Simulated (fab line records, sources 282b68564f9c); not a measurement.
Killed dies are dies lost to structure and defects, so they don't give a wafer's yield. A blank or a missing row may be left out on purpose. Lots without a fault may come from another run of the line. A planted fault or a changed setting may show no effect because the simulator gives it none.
Which tool did it? | flow rit_cmos | 7 lots, 21 wafers sampled, at 2 steps of a route of 202

WHAT THE GAUGES READ, wafer by wafer
RIT_CONTACT_CD_MEAS_08: target cd 1000 nm.
lot  | measured    | on        | cd_nm (nm)
L790 | day 3 14:42 | cd_sem-01 | 996.0 996.8 997.5
L792 | day 4 00:34 | cd_sem-01 | 998.0 997.2 996.7
L795 | day 4 15:23 | cd_sem-02 | 999.3 999.0 997.0
L797 | day 5 00:29 | cd_sem-01 | 1000.8 999.4 997.8
L799 | day 5 11:08 | cd_sem-01 | 995.7 995.9 996.8
L801 | day 5 22:42 | cd_sem-01 | 999.4 999.3 997.8
L809 | day 7 12:31 | cd_sem-01 | 1010.2 1014.8 1013.1

WHICH TOOL RAN EACH LOT (tool, then ch and the chambers of the sampled wafers, then the start)
lot  | RIT_CONTACT_DEVELOP_07
L790 | litho_track-02 ch 0, day 3 14:00
L792 | litho_track-01 ch 0, day 4 00:00
L795 | litho_track-03 ch 0, day 4 15:00
L797 | litho_track-01 ch 0, day 5 00:00
L799 | litho_track-01 ch 0, day 5 10:00
L801 | litho_track-02 ch 0, day 5 22:00
L809 | litho_track-02 ch 0, day 7 12:00
- RIT_CONTACT_DEVELOP_07: develop time 120 s.

THE ANSWER, worked out from the rows above alone
Rule: what is usual is taken from the lots themselves. Put in order of their means at a reading, lots are off if they are a third of the lots or fewer, leave a main group of 4 or more, and stand apart from it by a gap of 3 or more times the standard deviation of the main group's means; of several such gaps the widest counts. A main group whose means are all the same, to the digits that the tables above print for the reading, isn't used. A lot without any number at a reading at which 4 lots or more have one is off too. The other lots that the step has rows for count as sound.
Off: L809, at RIT_CONTACT_CD_MEAS_08 (cd_nm). The main group: mean 997.8 nm, standard deviation 1.1.
A tool fits if, at a process step before that reading, it ran every lot that is off, and no sound lot after the first of them. The gauges at RIT_CONTACT_CD_MEAS_08 are tried like those tools. Can't be told from this: 2 tools fit, litho_track-02 at RIT_CONTACT_DEVELOP_07, cd_sem-01 at RIT_CONTACT_CD_MEAS_08.

WHAT THE SIMULATOR HAD PUT IN
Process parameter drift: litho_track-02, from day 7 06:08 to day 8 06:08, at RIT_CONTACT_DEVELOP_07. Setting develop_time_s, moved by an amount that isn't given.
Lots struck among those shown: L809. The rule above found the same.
